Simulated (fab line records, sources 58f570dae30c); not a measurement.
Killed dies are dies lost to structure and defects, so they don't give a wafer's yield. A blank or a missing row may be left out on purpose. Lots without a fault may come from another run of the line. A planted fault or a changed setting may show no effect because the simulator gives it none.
fab line records | flow berkeley_cmos170
record lots=15 wafers=45 last_day=12
route steps=331 shown V2@303
lots that met no fault: from a run of the same line without faults
start_h: hours from the record's first day to the start of the lot's first wafer shown | wait_h: hours since the lot's step before | " the same as in the row above | L1.1+2: a row that stands for several wafers | - no value, or no start given | * or withheld: withheld | < > ~ a bound
route shown NAME@n: a module of which the file shows steps, and the number in the route of the first | usual: mean/standard deviation of fault-free wafers | same: alike in all rows | chamber/n: place in a boat | sites: the reading at each site | _std_site: their standard deviation | _edge_site: outer sites' mean less inner sites' | radius_mm: how far each site lies from the wafer's centre | mask NAME#n: copy n | behind: the tool/chamber that last shaped the wafer | hold: why the lot was held/for how many hours/how that ended | device: the transistor (n, p or np) that didn't switch | end of line: the same wafers' tests at the end of the route | a step without rows: its recipe alone | killed: dies lost to structure and defects at the first sort, not the wafer's yield | map: a wafer's dies, x killed, . not, _ none there
set.NAME: the setting as run; set.NAME@STEP: as run at that earlier step | model.NAME: the simulator's own value behind a step, which no gauge read
steps of the route over a sample of lots; a table a step, a row a wafer
## steps
# step UCB170_V2_DEVELOP_11
# recipe developer=TMAH develop_time_s=45 resist=KrF dev_temp_c=21
# usual chill_plate_temp_C=23.00/0.1 develop_time_s=45/0
# columns lot.wafer tool chamber start_h wait_h chill_plate_temp_C develop_time_s
L660.1 litho_track-01 0 180 - 22.86 45
L660.2 " 0 " " 22.85 45
L660.4 " 0 " " 22.88 45
L663.1 litho_track-04 0 200 - 23.04 45
L663.2 " 0 " " 23.03 45
L663.5 " 0 " " 22.85 45
L666.3 litho_track-01 0 201 - 23.07 45
L666.5 " 0 " " 23.10 45
L666.6 " 0 " " 23.00 45
L668.1 litho_track-04 0 231 - 23.05 45
L668.2 " 0 " " 23.07 45
L668.6 " 0 " " 23.04 45
L670.1 litho_track-04 - 238 - - -
L670.5 " - 239 - - -
L670.6 " - " " - -
L671.2 litho_track-01 - 242 - - -
L671.5 " - " " - -
L671.6 " - " " - -
L673.2 litho_track-01 0 243 - 22.96 45
L673.4 " 0 " " 22.98 45
L673.5 " 0 " " 23.06 45
L672.1 litho_track-03 - 243 - - -
L672.3 " - " " - -
L672.4 " - " " - -
L674.3 litho_track-04 0 250 - 22.83 45
L674.4 " 0 " " 22.84 45
L674.6 " 0 " " 22.73 45
L675.2 litho_track-03 0 250 - 23.07 45
L675.3 " 0 " " 22.99 45
L675.4 " 0 251 - 22.97 45
L676.1 litho_track-04 0 262 - 22.89 45
L676.2 " 0 " " 23.12 45
L676.3 " 0 " " 23.03 45
L678.3 litho_track-01 0 268 - 23.09 45
L678.4 " 0 " " 23.19 45
L678.6 " 0 " " 23.10 45
L681.3 litho_track-04 0 277 - 23.09 45
L681.4 " 0 " " 23.07 45
L681.5 " 0 " " 23.25 45
L682.1 litho_track-04 0 279 - 22.94 45
L682.4 " 0 " " 23.02 45
L682.5 " 0 " " 22.89 45
L680.1 litho_track-04 0 279 - 23.04 45
L680.4 " 0 " " 22.99 45
L680.6 " 0 " " 23.06 45
## key
first_sign step=UCB170_V2_DEVELOP_11 reading=tool_record direction=missing
effect none on later readings
met_at UCB170_V2_DEVELOP_11
struck_lots L670,L671,L672
later_rows_left_out L670.1,L670.5,L670.6,L671.2,L671.5,L671.6,L672.1,L672.3,L672.4
sort_left_out L670.1,L670.5,L670.6,L671.2,L671.5,L671.6,L672.1,L672.3,L672.4
onset_between 231 238
fault kind=skipped_step_whole tool=litho_track-01,litho_track-03,litho_track-04 chamber=- onset_h=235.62 steps=UCB170_V2_DEVELOP_11 scope=struck_lots_only
# sort_left_out: the simulated sort isn't trusted on such a fault, so these wafers' sort isn't shown, and their yield isn't known
# later_rows_left_out: the simulator's readings of these wafers behind a module that went badly wrong aren't trusted and aren't shown, but for the sort
